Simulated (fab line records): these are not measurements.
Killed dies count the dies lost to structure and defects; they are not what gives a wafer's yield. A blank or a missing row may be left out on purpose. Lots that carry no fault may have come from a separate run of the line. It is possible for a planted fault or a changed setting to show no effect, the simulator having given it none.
Which tool was responsible? || flow berkeleyCmos170 || Sampling: 7 lots, 21 wafers, 2 of 331 route steps

== WHAT THE GAUGES SHOWED, per wafer ==
UCB170_ACTIVE_THK_MEAS_06.
{"lot": "L469", "measured": "day 4 11:59", "on": "filmMetro-02", "ACTIVE_NITRIDE_THK (nm)": "216.7 216.6 218.0"}
{"lot": "L470", "measured": "day 4 20:42", "on": "filmMetro-01", "ACTIVE_NITRIDE_THK (nm)": "217.8 219.7 217.7"}
{"lot": "L475", "measured": "day 5 20:46", "on": "filmMetro-03", "ACTIVE_NITRIDE_THK (nm)": "217.8 216.7 219.4"}
{"lot": "L478", "measured": "day 6 08:55", "on": "filmMetro-01", "ACTIVE_NITRIDE_THK (nm)": "218.7 217.9 219.3"}
{"lot": "L480", "measured": "day 6 20:05", "on": "filmMetro-01", "ACTIVE_NITRIDE_THK (nm)": "215.6 217.1 216.5"}
{"lot": "L482", "measured": "day 7 10:23", "on": "filmMetro-03", "ACTIVE_NITRIDE_THK (nm)": "219.6 220.4 218.1"}
{"lot": "L491", "measured": "day 9 04:38", "on": "filmMetro-01", "ACTIVE_NITRIDE_THK (nm)": "218.6 219.7 218.5"}

== WHICH TOOL RAN EACH LOT (tool, then ch and the chambers of the sampled wafers, then the start) ==
{"lot": "L469", "UCB170_NWELL_HMDS_06": "lithoTrack-03 ch 0, day 2 14:55"}
{"lot": "L470", "UCB170_NWELL_HMDS_06": "lithoTrack-02 ch 0, day 2 21:52"}
{"lot": "L475", "UCB170_NWELL_HMDS_06": "lithoTrack-01 ch 0, day 3 17:14"}
{"lot": "L478", "UCB170_NWELL_HMDS_06": "lithoTrack-01 ch 0, day 4 10:53"}
{"lot": "L480", "UCB170_NWELL_HMDS_06": "lithoTrack-01 ch 0, day 4 19:51"}
{"lot": "L482", "UCB170_NWELL_HMDS_06": "lithoTrack-03 ch 0, day 5 09:23"}
{"lot": "L491", "UCB170_NWELL_HMDS_06": "lithoTrack-01 ch 0, day 7 04:55"}
- UCB170_NWELL_HMDS_06: prime time 60 s.

== THE ANSWER, worked out from the rows above alone ==
Rule: the usual values come from the lots themselves. The widest of any qualifying gaps counts: lots, ordered by their means at a reading, are off when they make up no more than a third of the lots, leave a main group of 4 or more, and stand apart from it by 3 or more times the standard deviation of that group's means. The tables above print the reading to a certain number of digits; a main group whose means all agree to those digits is not used. Also off: a lot with no number at a reading for which 4 or more lots have one. All remaining lots with rows at the step are treated as sound.
No lot is off at any reading shown: from this, nothing can be told.

== WHAT WAS PUT IN BY THE SIMULATOR ==
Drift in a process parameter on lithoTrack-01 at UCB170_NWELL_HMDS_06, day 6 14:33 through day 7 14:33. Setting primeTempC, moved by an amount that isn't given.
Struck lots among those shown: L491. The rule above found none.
